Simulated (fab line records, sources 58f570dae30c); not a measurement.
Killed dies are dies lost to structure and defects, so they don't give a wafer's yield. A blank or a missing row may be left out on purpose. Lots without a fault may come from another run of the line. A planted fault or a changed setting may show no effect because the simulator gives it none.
Tool commonality check | flow berkeley_cmos170 | 15 lots, 45 wafers sampled

WHY IT WAS OPENED
At UCB170_SCREENOX_THK_MEAS_02 the reading SCREENOX_OXIDE_THK is flagged on 3 of 15 lots. Wafers without a fault read 14.6 nm, standard deviation 0.32.
Rule: a lot is flagged when every wafer of it that has a number lies more than 4 standard deviations from that mean, or none has a number. The other lots count as sound.

lot  | measured     | on            | SCREENOX_OXIDE_THK (nm), wafer by wafer | flag
L290 | day 5 01:06  | film_metro-04 | 14.2 14.3 14.1                          |
L291 | day 5 04:07  | film_metro-04 | 22.7 22.9 22.8                          | FLAGGED
L293 | day 5 17:58  | film_metro-02 | 14.6 14.7 14.6                          |
L295 | day 5 22:23  | film_metro-03 | 14.3 14.5 14.4                          |
L294 | day 6 01:40  | film_metro-02 | 24.0 23.6 23.5                          | FLAGGED
L298 | day 7 01:49  | film_metro-03 | 14.4 14.5 14.6                          |
L301 | day 7 18:59  | film_metro-04 | 21.9 21.9 21.7                          | FLAGGED
L303 | day 8 06:46  | film_metro-03 | 14.4 14.3 14.2                          |
L306 | day 8 13:08  | film_metro-04 | 14.9 15.0 15.0                          |
L305 | day 8 13:08  | film_metro-02 | 14.8 14.8 14.8                          |
L307 | day 8 22:38  | film_metro-03 | 14.0 14.4 14.1                          |
L308 | day 9 04:40  | film_metro-03 | 14.8 14.7 14.5                          |
L311 | day 9 19:40  | film_metro-03 | 14.6 14.6 14.9                          |
L312 | day 9 19:41  | film_metro-02 | 14.7 14.6 14.9                          |
L313 | day 10 01:42 | film_metro-03 | 14.7 14.8 14.8                          |
The numbers of the flagged lots are 22.8 nm on average: +8.2 nm against the usual, or +26 standard deviations.

WHICH TOOL RAN EACH LOT
The record holds 2 process steps before the reading, out of a route of 331 steps. In each cell: the tool, then ch and the chambers that the sampled wafers went through, then the start.
lot  | flag    | UCB170_PWELL_ETCH_14              | UCB170_SCREENOX_OXIDATION_01
L290 |         | rie_diel-04 ch 0,1,2, day 2 22:34 | furnace-02 ch 0, day 4 23:25
L291 | FLAGGED | rie_diel-01 ch 0,1,3, day 2 22:19 | furnace-02 ch 0, day 4 23:25
L293 |         | rie_diel-01 ch 1,3, day 3 15:06   | furnace-01 ch 0, day 5 16:19
L295 |         | rie_diel-01 ch 0,1,3, day 3 22:39 | furnace-02 ch 0, day 5 20:43
L294 | FLAGGED | rie_diel-02 ch 2,3, day 3 22:42   | furnace-02 ch 0, day 5 20:43
L298 |         | rie_diel-04 ch 1,3, day 4 19:50   | furnace-03 ch 0, day 7 00:07
L301 | FLAGGED | rie_diel-02 ch 0,3, day 5 10:15   | furnace-01 ch 0, day 7 15:13 and furnace-03 ch 0, day 7 17:19
L303 |         | rie_diel-01 ch 0,2, day 5 19:52   | furnace-02 ch 0, day 8 05:06
L306 |         | rie_diel-01 ch 0,1, day 6 08:13   | furnace-01 ch 0, day 8 11:28
L305 |         | rie_diel-01 ch 0,2,3, day 6 05:52 | furnace-01 ch 0, day 8 11:28
L307 |         | rie_diel-02 ch 0,1,3, day 6 15:23 | furnace-02 ch 0, day 8 20:58
L308 |         | rie_diel-02 ch 0,3, day 6 21:36   | furnace-01 ch 0, day 9 02:58
L311 |         | rie_diel-04 ch 2,3, day 7 15:10   | furnace-01 ch 0, day 9 18:01
L312 |         | rie_diel-02 ch 1,2,3, day 7 15:28 | furnace-01 ch 0, day 9 18:01
L313 |         | rie_diel-01 ch 0,1, day 8 02:02   | furnace-01 ch 0, day 10 00:01
What these steps do:
- UCB170_PWELL_ETCH_14: etches Si3N4 in CH3F/Ar/O2, stops on SiO2, target depth 242 nm, time 151 s.
- UCB170_SCREENOX_OXIDATION_01: target thk 14.4 nm, ox time 2400 s.
- UCB170_SCREENOX_THK_MEAS_02

FLAGGED OVER TOTAL, TOOL BY TOOL (the gauges that took the reading come last)
step                         | tool          | lots run | flagged | share of the flagged lots | sound lots run after its first flagged lot
UCB170_PWELL_ETCH_14         | rie_diel-01   | 7        | 1       | some                      | 6 (L293,L295,L303,L305,L306,L313)
UCB170_PWELL_ETCH_14         | rie_diel-02   | 5        | 2       | some                      | 3 (L307,L308,L312)
UCB170_PWELL_ETCH_14         | rie_diel-04   | 3        | 0       | none                      | -
UCB170_SCREENOX_OXIDATION_01 | furnace-01    | 8        | 1       | some                      | 6 (L305,L306,L308,L311,L312,L313)
UCB170_SCREENOX_OXIDATION_01 | furnace-02    | 6        | 2       | some                      | 3 (L295,L303,L307)
UCB170_SCREENOX_OXIDATION_01 | furnace-03    | 2        | 1       | some                      | 0
UCB170_SCREENOX_THK_MEAS_02  | film_metro-02 | 4        | 1       | some                      | 2 (L305,L312)
UCB170_SCREENOX_THK_MEAS_02  | film_metro-03 | 7        | 0       | none                      | -
UCB170_SCREENOX_THK_MEAS_02  | film_metro-04 | 4        | 2       | some                      | 1 (L306)

WHAT THE TABLE ALLOWS
No row of the table ran every flagged lot.

WHAT THE SIMULATOR HAD PUT IN
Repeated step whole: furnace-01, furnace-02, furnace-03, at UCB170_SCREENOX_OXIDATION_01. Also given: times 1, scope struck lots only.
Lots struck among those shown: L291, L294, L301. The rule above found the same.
